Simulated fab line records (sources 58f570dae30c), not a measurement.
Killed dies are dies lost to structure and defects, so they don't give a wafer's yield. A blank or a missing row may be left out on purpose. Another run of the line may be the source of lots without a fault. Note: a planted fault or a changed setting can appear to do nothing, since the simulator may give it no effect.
fab line records	flow berkeleyCmos170	part 1 of 2: steps 1 to 30 of 40
record: lots: 5	wafers: 15	lastDay: 9
route steps=331 shown ACTIVE@67 PFIELD@79 FIELD@89 SACOX@97 SCREENOX@100 NVT@104
lots that met no fault: from a run of the same line without faults
startH: hours from the record's opening day to when the first of the lot's shown wafers began	waitH: how many hours have passed since the lot's step before this one	" unchanged from the row above	L1.1+2: a single row standing in for several wafers	- no value, or no start was given	* or withheld: withheld	< > ~ a bound
route shown NAME@n: NAME is a module with steps in the file, n the number in the route of the first one	usual: mean/standard deviation of fault-free wafers	same: alike in all rows	chamber/n: place in a boat	sites: the reading at each site	_std_site: the standard deviation of these	_edge_site: mean of outer sites minus mean of inner sites	radiusMm: for every site, how far away it sits from the centre of the wafer	mask NAME#n: copy n	behind: the tool/chamber that last shaped the wafer	hold: why the lot went on hold/how many hours it stayed there/how the hold came to an end	device: whichever transistor did not switch (one of n, p or np)	end of line: the same wafers' tests at the end of the route	a step given without rows: its recipe and nothing more	killed: the dies lost at the first sort to structure and to defects; this is not the yield of the wafer	map: the dies of a wafer, with x for killed, . for not killed, _ for no die there
set.NAME: the setting as run; set.NAME@STEP: as run at that earlier step	model.NAME: the simulator's own value behind a step, which no gauge read
lots seen at some steps along the route; tables by step, rows by wafer
services: from which hour (startH, from the record's first day; less than 0 if before it) a tool's chamber was out of use, for how many hours, and why
== steps ==
step: UCB170_ACTIVE_HMDS_07
recipe: primeTimeS: 60	primeTempC: 100
same: primeTimeS: 60
lot.wafer	tool	chamber	startH	waitH
L076.1+5+6	lithoTrack-03	0	81.29	0.3
L078.1+2+6	lithoTrack-02	0	89.28	0.5
L079.3+4+5	lithoTrack-02	0	107.57	0.1
L081.1+2+5	lithoTrack-03	0	111.59	0.8
L084.3+4+6	lithoTrack-03	0	122.15	0.1
step: UCB170_ACTIVE_COAT_08
recipe: resist: KrF	spinRpm: 1500	resistThkNm: 900
lot.wafer	tool	chamber	startH	waitH
L076.1+5+6	lithoTrack-03	0	81.44	0.1
L078.1+2+6	lithoTrack-02	0	89.43	0.1
L079.3+4+5	lithoTrack-02	0	107.72	0.1
L081.1+2+5	lithoTrack-03	0	111.74	0.1
L084.3+4+6	lithoTrack-03	0	122.30	0.1
step: UCB170_ACTIVE_SOFTBAKE_09
recipe: resist: KrF	tempC: 130	timeS: 60
usual: plateTempC: 130.01/0.12
same: timeS: 60
lot.wafer	tool	chamber	startH	waitH	plateTempC
L076.1	lithoTrack-03	0	81.59	0.1	129.84
L076.5	"	0	"	"	130.05
L076.6	"	0	"	"	129.96
L078.1	lithoTrack-02	0	89.58	0.1	129.94
L078.2	"	0	"	"	130.03
L078.6	"	0	"	"	129.99
L079.3	lithoTrack-02	0	107.87	0.1	129.94
L079.4	"	0	"	"	129.98
L079.5	"	0	"	"	130.07
L081.1	lithoTrack-03	0	111.89	0.1	129.94
L081.2	"	0	"	"	130.04
L081.5	"	0	"	"	130.01
L084.3	lithoTrack-03	0	122.45	0.1	129.89
L084.4	"	0	"	"	130.35
L084.6	"	0	"	"	129.98
step: UCB170_ACTIVE_EXPOSE_10
recipe: maskId: ACTIVE	targetCdNm: 1200	na: 0.5	sigmaOuter: 0.6	sourceShape: conventional	doseMj: 20
lot.wafer	tool	chamber	startH	waitH	mask
L076.1+5+6	krfScanner-02	0	81.74	0.1	ACTIVE#0
L078.1+2+6	krfScanner-01	0	90.09	0.5	ACTIVE#0
L079.3+4+5	krfScanner-02	0	108.13	0.2	ACTIVE#0
L081.1+2+5	krfScanner-01	0	112.42	0.5	ACTIVE#0
L084.3+4+6	krfScanner-01	0	122.58	0.1	ACTIVE#0
step: UCB170_ACTIVE_PEB_11
recipe: pebTempC: 130	pebTimeS: withheld	resist: KrF
usual: plateTempC: 130.00/0.14
lot.wafer	tool	chamber	startH	waitH	plateTempC
L076.1	lithoTrack-02	0	81.91	0.2	130.10
L076.5	"	0	"	"	129.98
L076.6	"	0	"	"	129.90
L078.1	lithoTrack-03	0	90.38	0.3	130.05
L078.2	"	0	"	"	130.12
L078.6	"	0	"	"	129.97
L079.3	lithoTrack-03	0	109.02	0.9	129.97
L079.4	"	0	"	"	129.97
L079.5	"	0	"	"	129.80
L081.1	lithoTrack-02	0	113.14	0.7	130.01
L081.2	"	0	"	"	130.02
L081.5	"	0	"	"	129.91
L084.3	lithoTrack-01	0	122.95	0.3	129.95
L084.4	"	0	"	"	129.87
L084.6	"	0	"	"	129.92
step: UCB170_ACTIVE_DEVELOP_12
recipe: developer: TMAH	developTimeS: 45	resist: KrF	devTempC: 21
usual: developerTempC: 21.01/0.099
lot.wafer	tool	chamber	startH	waitH	developerTempC
L076.1	lithoTrack-02	0	-	-	21.12
L076.5	"	0	"	"	21.14
L076.6	"	0	"	"	21.02
L078.1	lithoTrack-03	0	-	-	21.07
L078.2	"	0	"	"	20.90
L078.6	"	0	"	"	20.92
L079.3	lithoTrack-03	0	-	-	21.05
L079.4	"	0	"	"	21.03
L079.5	"	0	"	"	21.00
L081.1	lithoTrack-02	0	-	-	21.04
L081.2	"	0	"	"	20.93
L081.5	"	0	"	"	20.96
L084.3	lithoTrack-01	0	-	-	21.00
L084.4	"	0	"	"	20.80
L084.6	"	0	"	"	20.93
step: UCB170_ACTIVE_CD_MEAS_13
recipe: targetCdNm: 1200
usual: cdNm: 1200.2/1.7
lot.wafer	tool	chamber	startH	waitH	cdNm
L076.1	cdSem-01	-	82.19	-	1199.8
L076.5	"	-	"	"	1197.9
L076.6	"	-	"	"	1199.6
L078.1	cdSem-02	-	90.65	-	1199.9
L078.2	"	-	"	"	1199.0
L078.6	"	-	"	"	1199.2
L079.3	cdSem-01	-	109.28	-	1199.6
L079.4	"	-	"	"	1200.0
L079.5	"	-	"	"	1200.4
L081.1	cdSem-01	-	113.42	-	1200.1
L081.2	"	-	"	"	1199.5
L081.5	"	-	"	"	1198.8
L084.3	cdSem-02	-	123.22	-	1200.0
L084.4	"	-	"	"	1200.1
L084.6	"	-	"	"	1198.9
step: UCB170_ACTIVE_OVL_MEAS_14
usual: ACTIVE_OVL: -2/5.3
lot.wafer	tool	chamber	startH	waitH	ACTIVE_OVL[nm]
L076.1	overlay-02	-	82.31	0.1	-2
L076.5	"	-	"	"	-1
L076.6	"	-	"	"	2
L078.1	overlay-02	-	90.77	0.1	7
L078.2	"	-	"	"	-3
L078.6	"	-	"	"	-8
L079.3	overlay-01	-	109.37	0.1	-9
L079.4	"	-	"	"	4
L079.5	"	-	"	"	-7
L081.1	overlay-02	-	113.54	0.1	6
L081.2	"	-	"	"	-5
L081.5	"	-	"	"	-5
L084.3	overlay-02	-	123.31	0.1	3
L084.4	"	-	"	"	7
L084.6	"	-	"	"	7
step: UCB170_ACTIVE_ETCH_15
recipe: chemistry: CH3F/Ar/O2	target: Si3N4	stopOn: SiO2	CH3F_flow_sccm: 20	Ar_flow_sccm: 50	O2_flow_sccm: 7	pressureMtorr: 50	rfW: 450	targetDepthA: 2420	overEtchFrac: 0.1	timeS: 151
usual: drypumpMotorCurrentA: 5.8/0.58	oesProductAu: 0.941/0.015	throttleValvePct: 8.03/0.051
same: timeS: 151
lot.wafer	tool	chamber	startH	waitH	drypumpMotorCurrentA	oesProductAu	rfHoursCounterH	throttleValvePct
L076.1	rieDiel-02	2	82.34	0.0	5.5	0.961	146	8.02
L076.5	"	0	"	"	5.3	0.932	-	8.09
L076.6	"	3	"	"	4.8	0.937	-	7.91
L078.1	rieDiel-01	3	90.81	0.0	6.0	0.951	116	8.02
L078.2	"	2	"	"	6.5	0.934	26	7.96
L078.6	"	3	"	"	6.0	0.947	-	8.00
L079.3	rieDiel-01	0	109.40	0.0	5.2	0.944	113	8.05
L079.4	"	2	"	"	6.5	0.934	27	7.96
L079.5	"	3	"	"	6.0	0.943	-	8.01
L081.1	rieDiel-02	1	113.57	0.0	6.4	0.946	41	8.14
L081.2	"	2	"	"	5.5	0.976	148	8.04
L081.5	"	3	"	"	4.9	0.931	-	7.92
L084.3	rieDiel-02	2	123.33	0.0	5.5	0.971	148	8.01
L084.4	"	1	"	"	6.4	0.931	-	8.15
L084.6	"	2	"	"	5.5	0.981	-	8.03
step: UCB170_ACTIVE_STRIP_16
recipe: chemistry: O2	powerW: 400	pressureMtorr: 3500	platenTempC: withheld	o2FlowSccm: 400	overashFraction: 0.5
usual: drypumpMotorCurrentA: 6.1/0.3	oesProductAu: 0.721/0.0048	stripTimeToEndpointS: 18.10/0.079
lot.wafer	tool	chamber	startH	waitH	drypumpMotorCurrentA	oesProductAu	rfHoursCounterH	stripTimeToEndpointS
L076.1	plasmaAsher-04	0	82.45	0.1	5.7	0.715	35	18.01
L076.5	"	0	"	"	5.7	0.719	-	17.95
L076.6	"	1	"	"	6.2	0.721	-	18.03
L078.1	plasmaAsher-01	0	90.91	0.1	6.3	0.723	39	18.06
L078.2	"	1	"	"	6.0	0.719	39	18.20
L078.6	"	1	"	"	6.0	0.721	-	18.14
L079.3	plasmaAsher-02	1	109.53	0.1	6.6	0.715	-	18.17
L079.4	"	0	"	"	5.9	0.716	-	18.21
L079.5	"	0	"	"	5.9	0.730	-	18.17
L081.1	plasmaAsher-02	1	113.67	0.1	6.6	0.718	39	18.02
L081.2	"	0	"	"	5.9	0.718	39	18.06
L081.5	"	0	"	"	5.9	0.726	-	18.02
L084.3	plasmaAsher-02	0	123.47	0.1	5.9	0.712	-	18.15
L084.4	"	1	"	"	6.5	0.718	-	18.20
L084.6	"	0	"	"	5.9	0.724	-	18.14
step: UCB170_ACTIVE_CD_MEAS_90
recipe: targetCdNm: 1200
usual: cdNm: 1200.3/1.7
lot.wafer	tool	chamber	startH	waitH	cdNm
L076.1	cdSem-02	-	82.55	0.1	1200.3
L076.5	"	-	"	"	1197.6
L076.6	"	-	"	"	1199.5
L078.1	cdSem-02	-	91.01	0.1	1200.1
L078.2	"	-	"	"	1199.0
L078.6	"	-	"	"	1199.0
L079.3	cdSem-01	-	109.64	0.1	1199.8
L079.4	"	-	"	"	1200.4
L079.5	"	-	"	"	1201.1
L081.1	cdSem-02	-	113.88	0.2	1199.6
L081.2	"	-	"	"	1199.8
L081.5	"	-	"	"	1198.8
L084.3	cdSem-02	-	123.57	0.1	1199.8
L084.4	"	-	"	"	1199.9
L084.6	"	-	"	"	1199.3
step: UCB170_ACTIVE_CLEAN_17
recipe: chemistry: SPM	tempC: 120	timeS: 600
same: timeS: 600
lot.wafer	tool	chamber	startH	waitH
L076.1+5+6	wetBench-02	2	84.85	2.3
L078.1+2+6	wetBench-04	3	91.51	0.5
L079.3+4+5	wetBench-03	2	109.72	0.1
L081.1+2+5	wetBench-04	0	114.00	0.1
L084.3+4+6	wetBench-03	1	123.72	0.1
step: UCB170_PFIELD_HMDS_00
recipe: primeTimeS: 60	primeTempC: 100
same: primeTimeS: 60
lot.wafer	tool	chamber	startH	waitH
L076.1+5+6	lithoTrack-03	0	85.03	0.0
L078.1+2+6	lithoTrack-04	0	91.90	0.2
L079.3+4+5	lithoTrack-03	0	110.47	0.6
L081.1+2+5	lithoTrack-04	0	114.85	0.7
L084.3+4+6	lithoTrack-04	0	123.96	0.1
step: UCB170_PFIELD_COAT_01
recipe: resist: KrF	spinRpm: 1500	resistThkNm: 900
lot.wafer	tool	chamber	startH	waitH
L076.1+5+6	lithoTrack-03	0	85.18	0.1
L078.1+2+6	lithoTrack-04	0	92.05	0.1
L079.3+4+5	lithoTrack-03	0	110.62	0.1
L081.1+2+5	lithoTrack-04	0	115.00	0.1
L084.3+4+6	lithoTrack-04	0	124.11	0.1
step: UCB170_PFIELD_SOFTBAKE_02
recipe: resist: KrF	tempC: 130	timeS: 60
usual: plateTempC: 130.01/0.14
same: timeS: 60
lot.wafer	tool	chamber	startH	waitH	plateTempC
L076.1	lithoTrack-03	0	85.33	0.1	130.25
L076.5	"	0	"	"	130.07
L076.6	"	0	"	"	130.01
L078.1	lithoTrack-04	0	92.20	0.1	129.83
L078.2	"	0	"	"	129.83
L078.6	"	0	"	"	129.75
L079.3	lithoTrack-03	0	110.77	0.1	130.02
L079.4	"	0	"	"	130.01
L079.5	"	0	"	"	130.01
L081.1	lithoTrack-04	0	115.15	0.1	129.78
L081.2	"	0	"	"	129.98
L081.5	"	0	"	"	129.96
L084.3	lithoTrack-04	0	124.26	0.1	129.97
L084.4	"	0	"	"	130.17
L084.6	"	0	"	"	129.97
step: UCB170_PFIELD_EXPOSE_03
recipe: maskId: PFIELD	na: 0.5	sigmaOuter: 0.6	sourceShape: conventional	targetCdNm: 1500	doseMj: 30
lot.wafer	tool	chamber	startH	waitH	mask
L076.1+5+6	krfScanner-02	0	85.48	0.1	PFIELD#0
L078.1+2+6	krfScanner-01	0	92.35	0.1	PFIELD#0
L079.3+4+5	krfScanner-01	0	-	-	PFIELD#0
L081.1+2+5	krfScanner-01	0	115.30	0.1	PFIELD#0
L084.3+4+6	krfScanner-01	0	124.53	0.2	PFIELD#0
step: UCB170_PFIELD_PEB_04
recipe: pebTempC: 130	pebTimeS: withheld	resist: KrF
usual: plateTempC: 129.99/0.14
lot.wafer	tool	chamber	startH	waitH	plateTempC
L076.1	lithoTrack-02	0	86.10	0.6	129.97
L076.5	"	0	"	"	130.05
L076.6	"	0	"	"	129.81
L078.1	lithoTrack-02	0	92.47	0.1	129.80
L078.2	"	0	"	"	130.05
L078.6	"	0	"	"	129.97
L079.3	lithoTrack-02	0	-	-	129.89
L079.4	"	0	"	"	130.07
L079.5	"	0	"	"	129.85
L081.1	lithoTrack-02	0	115.59	0.3	130.09
L081.2	"	0	"	"	130.06
L081.5	"	0	"	"	130.09
L084.3	lithoTrack-03	0	124.81	0.3	130.09
L084.4	"	0	"	"	129.99
L084.6	"	0	"	"	129.92
step: UCB170_PFIELD_DEVELOP_05
recipe: developer: TMAH	developTimeS: 45	resist: KrF	devTempC: 21
usual: developerTempC: 21.00/0.11
lot.wafer	tool	chamber	startH	waitH	developerTempC
L076.1	lithoTrack-02	0	-	-	21.09
L076.5	"	0	"	"	20.98
L076.6	"	0	"	"	20.83
L078.1	lithoTrack-02	0	-	-	20.90
L078.2	"	0	"	"	20.92
L078.6	"	0	"	"	20.98
L079.3	lithoTrack-02	0	-	-	20.87
L079.4	"	0	"	"	20.95
L079.5	"	0	"	"	20.89
L081.1	lithoTrack-02	0	-	-	21.08
L081.2	"	0	"	"	20.96
L081.5	"	0	"	"	20.97
L084.3	lithoTrack-03	0	-	-	21.00
L084.4	"	0	"	"	21.09
L084.6	"	0	"	"	20.92
step: UCB170_PFIELD_OVL_MEAS_06
usual: PFIELD_OVL: 3/4.8
lot.wafer	tool	chamber	startH	waitH	PFIELD_OVL[nm]
L076.1	overlay-02	-	86.38	-	0
L076.5	"	-	"	"	-5
L076.6	"	-	"	"	0
L078.1	overlay-01	-	92.74	-	3
L078.2	"	-	"	"	3
L078.6	"	-	"	"	0
L079.3	overlay-01	-	112.33	-	-3
L079.4	"	-	"	"	3
L079.5	"	-	"	"	-4
L081.1	overlay-01	-	115.87	-	4
L081.2	"	-	"	"	2
L081.5	"	-	"	"	14
L084.3	overlay-02	-	125.05	-	6
L084.4	"	-	"	"	4
L084.6	"	-	"	"	2
step: UCB170_PFIELD_IMPLANT_07
recipe: species: B	doseCm2: 2e+13	energyKev: 80	tiltDeg: 7
lot.wafer	tool	chamber	startH	waitH
L076.1+5+6	implanter-01	0	86.41	0.0
L078.1+2+6	implanter-04	0	92.78	0.0
L079.3+4+5	implanter-03	0	112.40	0.1
L081.1+2+5	implanter-01	0	115.90	0.0
L084.3+4+6	implanter-01	0	125.12	0.1
step: UCB170_PFIELD_STRIP_08
recipe: chemistry: O2	powerW: 400	pressureMtorr: 3500	platenTempC: withheld	o2FlowSccm: 400	overashFraction: 0.5
usual: drypumpMotorCurrentA: 6.0/0.44	oesProductAu: 0.735/0.0039	stripTimeToEndpointS: 21.62/0.058
lot.wafer	tool	chamber	startH	waitH	drypumpMotorCurrentA	oesProductAu	rfHoursCounterH	stripTimeToEndpointS
L076.1	plasmaAsher-04	0	86.56	0.1	5.7	0.728	35	21.59
L076.5	"	1	"	"	6.2	0.737	-	21.61
L076.6	"	0	"	"	5.7	0.735	-	21.54
L078.1	plasmaAsher-02	1	92.93	0.1	6.6	0.739	37	21.51
L078.2	"	0	"	"	5.9	0.738	37	21.57
L078.6	"	0	"	"	5.9	0.734	-	21.49
L079.3	plasmaAsher-02	1	112.53	0.1	6.6	0.730	-	21.58
L079.4	"	0	"	"	5.9	0.742	-	21.53
L079.5	"	1	"	"	6.5	0.735	-	21.58
L081.1	plasmaAsher-02	1	116.05	0.1	6.6	0.730	40	21.53
L081.2	"	0	"	"	5.9	0.734	40	21.59
L081.5	"	1	"	"	6.6	0.738	-	21.62
L084.3	plasmaAsher-04	0	125.26	0.1	5.7	0.739	-	21.64
L084.4	"	1	"	"	6.2	0.744	-	21.61
L084.6	"	1	"	"	6.2	0.741	-	21.58
step: UCB170_PFIELD_TW_MEAS_09
usual: PFIELD_TW: 602/6.2
lot.wafer	tool	chamber	startH	waitH	PFIELD_TW
L076.1	filmMetro-03	-	86.66	0.1	601
L076.5	"	-	"	"	601
L076.6	"	-	"	"	601
L078.1	filmMetro-03	-	93.03	0.1	600
L078.2	"	-	"	"	601
L078.6	"	-	"	"	603
L079.3	filmMetro-03	-	112.62	0.1	600
L079.4	"	-	"	"	598
L079.5	"	-	"	"	598
L081.1	filmMetro-04	-	116.19	0.1	609
L081.2	"	-	"	"	607
L081.5	"	-	"	"	613
L084.3	filmMetro-03	-	125.34	0.1	601
L084.4	"	-	"	"	606
L084.6	"	-	"	"	606
step: UCB170_FIELD_CLEAN_00
recipe: chemistry: dHF	dilution: 25:1	timeS: 7.5
same: timeS: 7.5
lot.wafer	tool	chamber	startH	waitH
L076.1+5+6	wetBench-01	3	86.72	0.1
L078.1+2+6	wetBench-02	0	94.03	1.0
L079.3+4+5	wetBench-01	2	112.66	0.0
L081.1+2+5	wetBench-01	3	116.59	0.4
L084.3+4+6	wetBench-04	1	125.40	0.1
step: UCB170_FIELD_OXIDATION_01
recipe: tempC: 1000	ambient: H2O	pH2oTorr: 584.62	targetThkA: 5583	oxTimeS: 7200
usual: oxTempCMax: 1004.8/0.82	tubeCenterTempC: 1000/0.095	zonePowerSourcePct: 33.2/3
lot.wafer	tool	chamber	startH	waitH	oxTempCMax	tubeCenterTempC	zonePowerSourcePct
L076.1	furnace-04	0	88.52	1.8	1004.6	1000	35.0
L076.5	"	0	"	"	1006.0	999.94	35.3
L076.6	"	0	"	"	1004.4	1000	35.3
L078.1	furnace-03	0	95.74	1.7	1006.6	999.87	36.3
L078.2	"	0	"	"	1006.2	1000.2	36.5
L078.6	"	0	"	"	1004.6	999.92	37.1
L079.3	furnace-04	0	115.51	2.8	1006.2	1000	34.5
L079.4	"	0	"	"	1003.9	999.88	34.6
L079.5	"	0	"	"	1004.7	1000	34.8
L081.1	furnace-01	0	117.52	0.9	1005.6	1000.1	29.4
L081.2	"	0	"	"	1005.0	1000	30.0
L081.5	"	0	"	"	1004.7	999.95	29.4
L084.3	furnace-04	0	130.19	4.8	1005.3	999.91	35.1
L084.4	"	0	"	"	1003.2	999.95	34.8
L084.6	"	0	"	"	1004.5	1000	35.1
step: UCB170_FIELD_THK_MEAS_02
recipe: reads: SiO2_of_FIELD_OXIDATION_01
usual: FIELD_OXIDE_THK: 555/10
lot.wafer	tool	chamber	startH	waitH	FIELD_OXIDE_THK[nm]
L076.1	filmMetro-01	-	91.52	0.0	560
L076.5	"	-	"	"	564
L076.6	"	-	"	"	556
L078.1	filmMetro-04	-	98.74	0.0	536
L078.2	"	-	"	"	536
L078.6	"	-	"	"	534
L079.3	filmMetro-04	-	118.53	0.0	558
L079.4	"	-	"	"	564
L079.5	"	-	"	"	560
L081.1	filmMetro-04	-	120.52	0.0	568
L081.2	"	-	"	"	568
L081.5	"	-	"	"	569
L084.3	filmMetro-04	-	133.21	0.0	540
L084.4	"	-	"	"	536
L084.6	"	-	"	"	540
step: UCB170_FIELD_ANNEAL_03
recipe: tempC: 1000	timeS: 1200	ambient: N2
usual: tubeCenterTempC: 999.99/0.094	zonePowerSourcePct: 34/3.1
same: timeS: 1200
lot.wafer	tool	chamber	startH	waitH	tubeCenterTempC	zonePowerSourcePct
L076.1	furnace-01	0	94.15	2.6	1000	30
L076.5	"	0	"	"	999.97	30
L076.6	"	0	"	"	1000	30
L078.1	furnace-03	0	101.33	2.6	999.94	37
L078.2	"	0	"	"	1000.1	37
L078.6	"	0	"	"	1000.1	35
L079.3	furnace-03	0	121.13	2.6	1000	37
L079.4	"	0	"	"	999.97	37
L079.5	"	0	"	"	1000.1	36
L081.1	furnace-03	0	121.13	0.6	999.99	36
L081.2	"	0	"	"	999.92	36
L081.5	"	0	"	"	999.98	36
L084.3	furnace-04	0	137.29	4.1	1000	35
L084.4	"	0	"	"	999.85	35
L084.6	"	0	"	"	999.92	35
step: UCB170_FIELD_WET_ETCH_04
recipe: chemistry: dHF	dilution: 10:1	target: SiO2	tempC: 25	timeS: 60
same: timeS: 60
lot.wafer	tool	chamber	startH	waitH
L076.1+5+6	wetBench-01	1	95.49	0.0
L078.1+2+6	wetBench-04	0	102.66	0.0
L079.3+4+5	wetBench-01	3	122.46	0.0
L081.1+2+5	wetBench-01	1	122.46	0.0
L084.3+4+6	wetBench-01	2	138.62	0.0
step: UCB170_FIELD_WET_ETCH_05
recipe: chemistry: H3PO4	target: Si3N4	tempC: 160	timeS: 12600
same: timeS: 12600
lot.wafer	tool	chamber	startH	waitH
L076.1+5+6	wetBench-01	3	95.51	0.0
L078.1+2+6	wetBench-04	0	102.68	0.0
L079.3+4+5	wetBench-01	1	122.48	0.0
L081.1+2+5	wetBench-01	2	122.48	0.0
L084.3+4+6	wetBench-02	0	138.65	0.0
step: UCB170_FIELD_WET_ETCH_06
recipe: chemistry: BOE	dilution: 5:1	target: SiO2	tempC: 25	timeS: 22
same: timeS: 22
lot.wafer	tool	chamber	startH	waitH
L076.1+5+6	wetBench-04	1	99.02	0.0
L078.1+2+6	wetBench-01	0	106.19	0.0
L079.3+4+5	wetBench-02	3	126.08	0.1
L081.1+2+5	wetBench-02	2	126.08	0.1
L084.3+4+6	wetBench-02	0	142.16	0.0
step: UCB170_FIELD_THK_MEAS_90
recipe: reads: SiO2_of_FIELD_OXIDATION_01
usual: FIELD_OXIDE_LEFT_1_THK: 439/10
lot.wafer	tool	chamber	startH	waitH	FIELD_OXIDE_LEFT_1_THK[nm]
L076.1	filmMetro-01	-	99.03	0.0	446
L076.5	"	-	"	"	449
L076.6	"	-	"	"	441
L078.1	filmMetro-02	-	106.21	0.0	419
L078.2	"	-	"	"	421
L078.6	"	-	"	"	418
L081.1	filmMetro-04	-	126.19	0.1	452
L081.2	"	-	"	"	451
L081.5	"	-	"	"	453
L079.3	filmMetro-01	-	126.19	0.1	442
L079.4	"	-	"	"	446
L079.5	"	-	"	"	443
L084.3	filmMetro-04	-	142.19	0.0	424
L084.4	"	-	"	"	420
L084.6	"	-	"	"	424
